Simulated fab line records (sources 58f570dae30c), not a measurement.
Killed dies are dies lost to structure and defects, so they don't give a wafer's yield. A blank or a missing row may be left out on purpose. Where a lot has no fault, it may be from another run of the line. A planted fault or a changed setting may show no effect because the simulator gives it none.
Check for tools in common :: flow berkeley cmos170 :: Sample size 14 lots and 42 wafers

## WHAT PROMPTED THE OPENING
At UCB170_CONTACT_THK_MEAS_02 the reading CONTACT_PSG_THK is flagged on 2 of 14 lots. No-fault wafers: 700 nm, standard deviation 6.
Rule: a lot is flagged in two cases, either no wafer of it has a number, or all its wafers with numbers fall more than 4 standard deviations from that mean. The other lots count as sound.

lot: L515
measured: day 8 13:39
on: film metro-01
CONTACT_PSG_THK (nm), wafer by wafer: 695 694 697
flag: 

lot: L512
measured: day 8 13:43
on: film metro-02
CONTACT_PSG_THK (nm), wafer by wafer: 702 693 697
flag: 

lot: L514
measured: day 8 15:25
on: film metro-01
CONTACT_PSG_THK (nm), wafer by wafer: 705 708 704
flag: 

lot: L517
measured: day 8 17:25
on: film metro-01
CONTACT_PSG_THK (nm), wafer by wafer: 709 707 702
flag: 

lot: L519
measured: day 9 12:45
on: film metro-03
CONTACT_PSG_THK (nm), wafer by wafer: 697 692 694
flag: 

lot: L522
measured: day 10 06:58
on: film metro-03
CONTACT_PSG_THK (nm), wafer by wafer: 951 947 949
flag: FLAGGED

lot: L524
measured: day 10 17:51
on: film metro-03
CONTACT_PSG_THK (nm), wafer by wafer: 956 954 956
flag: FLAGGED

lot: L526
measured: day 10 19:49
on: film metro-02
CONTACT_PSG_THK (nm), wafer by wafer: 703 698 703
flag: 

lot: L525
measured: day 10 19:50
on: film metro-01
CONTACT_PSG_THK (nm), wafer by wafer: 706 706 698
flag: 

lot: L527
measured: day 10 19:53
on: film metro-03
CONTACT_PSG_THK (nm), wafer by wafer: 698 697 703
flag: 

lot: L528
measured: day 11 10:20
on: film metro-01
CONTACT_PSG_THK (nm), wafer by wafer: 709 714 707
flag: 

lot: L531
measured: day 11 23:04
on: film metro-03
CONTACT_PSG_THK (nm), wafer by wafer: 700 699 701
flag: 

lot: L530
measured: day 11 23:05
on: film metro-02
CONTACT_PSG_THK (nm), wafer by wafer: 705 704 709
flag: 

lot: L534
measured: day 12 07:40
on: film metro-03
CONTACT_PSG_THK (nm), wafer by wafer: 702 699 699
flag: 
The mean of the flagged lots' numbers is 952 nm, +252 nm from the usual (+42 standard deviations).

## LOT BY LOT: THE TOOL USED
Before the reading, the record contains 3 process steps out of a 331-step route. Cell contents, in order: the tool; ch with the chambers the sampled wafers went through; the start.
lot: L515
flag: 
UCB170_BACKSIDE_STRIP_03: plasma asher-01 ch 0,1, day 8 10:25
UCB170_SILICIDE_SPUTTER_01: pvd sputter-01, day 8 11:22
UCB170_CONTACT_CVD_01: lpcvd-01 ch 1, day 8 11:50

lot: L512
flag: 
UCB170_BACKSIDE_STRIP_03: plasma asher-04 ch 0,1, day 8 09:07
UCB170_SILICIDE_SPUTTER_01: pvd sputter-02, day 8 10:24
UCB170_CONTACT_CVD_01: lpcvd-02 ch 0, day 8 11:01

lot: L514
flag: 
UCB170_BACKSIDE_STRIP_03: plasma asher-02 ch 0,1, day 8 10:24
UCB170_SILICIDE_SPUTTER_01: pvd sputter-02, day 8 11:37
UCB170_CONTACT_CVD_01: lpcvd-01 ch 0, day 8 13:38

lot: L517
flag: 
UCB170_BACKSIDE_STRIP_03: plasma asher-01 ch 0,1, day 8 13:45
UCB170_SILICIDE_SPUTTER_01: pvd sputter-03, day 8 14:47
UCB170_CONTACT_CVD_01: lpcvd-02 ch 0, day 8 15:38

lot: L519
flag: 
UCB170_BACKSIDE_STRIP_03: plasma asher-01 ch 0,1, day 9 09:14
UCB170_SILICIDE_SPUTTER_01: pvd sputter-01, day 9 10:19
UCB170_CONTACT_CVD_01: lpcvd-02 ch 0, day 9 10:57

lot: L522
flag: FLAGGED
UCB170_BACKSIDE_STRIP_03: plasma asher-02 ch 0,1, day 10 03:34
UCB170_SILICIDE_SPUTTER_01: pvd sputter-03, day 10 04:40
UCB170_CONTACT_CVD_01: lpcvd-02 ch 0, day 10 05:10

lot: L524
flag: FLAGGED
UCB170_BACKSIDE_STRIP_03: plasma asher-01 ch 0, day 10 14:36
UCB170_SILICIDE_SPUTTER_01: pvd sputter-03, day 10 15:33
UCB170_CONTACT_CVD_01: lpcvd-02 ch 0, day 10 16:03

lot: L526
flag: 
UCB170_BACKSIDE_STRIP_03: plasma asher-04 ch 0,1, day 10 15:03
UCB170_SILICIDE_SPUTTER_01: pvd sputter-01, day 10 16:00
UCB170_CONTACT_CVD_01: lpcvd-01 ch 0, day 10 18:02

lot: L525
flag: 
UCB170_BACKSIDE_STRIP_03: plasma asher-01 ch 0,1, day 10 15:25
UCB170_SILICIDE_SPUTTER_01: pvd sputter-02, day 10 16:21
UCB170_CONTACT_CVD_01: lpcvd-01 ch 1, day 10 18:02

lot: L527
flag: 
UCB170_BACKSIDE_STRIP_03: plasma asher-02 ch 0,1, day 10 15:30
UCB170_SILICIDE_SPUTTER_01: pvd sputter-03, day 10 16:32
UCB170_CONTACT_CVD_01: lpcvd-01 ch 0, day 10 18:02

lot: L528
flag: 
UCB170_BACKSIDE_STRIP_03: plasma asher-04 ch 0, day 11 06:59
UCB170_SILICIDE_SPUTTER_01: pvd sputter-03, day 11 08:04
UCB170_CONTACT_CVD_01: lpcvd-01 ch 0, day 11 08:33

lot: L531
flag: 
UCB170_BACKSIDE_STRIP_03: plasma asher-01 ch 0,1, day 11 17:56
UCB170_SILICIDE_SPUTTER_01: pvd sputter-03, day 11 18:54
UCB170_CONTACT_CVD_01: lpcvd-01 ch 1, day 11 20:23

lot: L530
flag: 
UCB170_BACKSIDE_STRIP_03: plasma asher-02 ch 0,1, day 11 17:31
UCB170_SILICIDE_SPUTTER_01: pvd sputter-02, day 11 18:40
UCB170_CONTACT_CVD_01: lpcvd-01 ch 1, day 11 20:23

lot: L534
flag: 
UCB170_BACKSIDE_STRIP_03: plasma asher-01 ch 0,1, day 12 04:27
UCB170_SILICIDE_SPUTTER_01: pvd sputter-02, day 12 05:24
UCB170_CONTACT_CVD_01: lpcvd-01 ch 0, day 12 05:53
What the steps here do:
- UCB170_BACKSIDE_STRIP_03: strips in O2.
- UCB170_SILICIDE_SPUTTER_01: material Ti, target thk 30 nm, time 25 s.
- UCB170_CONTACT_CVD_01: deposits PSG from SiH4/O2/PH3, target thk 700 nm, time 2820 s.
- UCB170_CONTACT_THK_MEAS_02

## FLAGGED OVER TOTAL, TOOL BY TOOL (the gauges that took the reading come last)
step: UCB170_BACKSIDE_STRIP_03
tool: plasma asher-01
lots run: 7
flagged: 1
share of the flagged lots: some
sound lots run after its first flagged lot: 3 (L525,L531,L534)

step: UCB170_BACKSIDE_STRIP_03
tool: plasma asher-02
lots run: 4
flagged: 1
share of the flagged lots: some
sound lots run after its first flagged lot: 2 (L527,L530)

step: UCB170_BACKSIDE_STRIP_03
tool: plasma asher-04
lots run: 3
flagged: 0
share of the flagged lots: none
sound lots run after its first flagged lot: -

step: UCB170_SILICIDE_SPUTTER_01
tool: pvd sputter-01
lots run: 3
flagged: 0
share of the flagged lots: none
sound lots run after its first flagged lot: -

step: UCB170_SILICIDE_SPUTTER_01
tool: pvd sputter-02
lots run: 5
flagged: 0
share of the flagged lots: none
sound lots run after its first flagged lot: -

step: UCB170_SILICIDE_SPUTTER_01
tool: pvd sputter-03
lots run: 6
flagged: 2
share of the flagged lots: all
sound lots run after its first flagged lot: 3 (L527,L528,L531)

step: UCB170_CONTACT_CVD_01
tool: lpcvd-01
lots run: 9
flagged: 0
share of the flagged lots: none
sound lots run after its first flagged lot: -

step: UCB170_CONTACT_CVD_01
tool: lpcvd-02
lots run: 5
flagged: 2
share of the flagged lots: all
sound lots run after its first flagged lot: 0

step: UCB170_CONTACT_THK_MEAS_02
tool: film metro-01
lots run: 5
flagged: 0
share of the flagged lots: none
sound lots run after its first flagged lot: -

step: UCB170_CONTACT_THK_MEAS_02
tool: film metro-02
lots run: 3
flagged: 0
share of the flagged lots: none
sound lots run after its first flagged lot: -

step: UCB170_CONTACT_THK_MEAS_02
tool: film metro-03
lots run: 6
flagged: 2
share of the flagged lots: all
sound lots run after its first flagged lot: 3 (L527,L531,L534)

## WHAT IS ALLOWED BY THE TABLE
All flagged lots were run by 3 table rows, namely pvd sputter-03 at UCB170_SILICIDE_SPUTTER_01, lpcvd-02 at UCB170_CONTACT_CVD_01, film metro-03 at UCB170_CONTACT_THK_MEAS_02.
- pvd sputter-03 at UCB170_SILICIDE_SPUTTER_01 ran 6 lots, 2 of them flagged. Sound lots ran on it after the first flagged one (L527, L528, L531), which a lasting fault on the whole tool wouldn't allow.
- lpcvd-02 at UCB170_CONTACT_CVD_01 ran 5 lots, 2 of them flagged. It ran its last sound lot, L519, at day 9 10:57 and its first flagged lot, L522, at day 10 05:10: a fault with its onset between the two fits.
- film metro-03 at UCB170_CONTACT_THK_MEAS_02 ran 6 lots, 2 of them flagged. Sound lots ran on it after the first flagged one (L527, L531, L534), which a lasting fault on the whole tool wouldn't allow.
Just one tool remains: lpcvd-02 at UCB170_CONTACT_CVD_01.

## WHAT THE SIMULATOR HAD INSERTED
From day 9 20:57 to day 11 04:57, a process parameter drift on lpcvd-02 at UCB170_CONTACT_CVD_01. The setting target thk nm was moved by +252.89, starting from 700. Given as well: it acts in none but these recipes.
Struck lots among those shown: L522, L524. The rule given above showed the same thing.
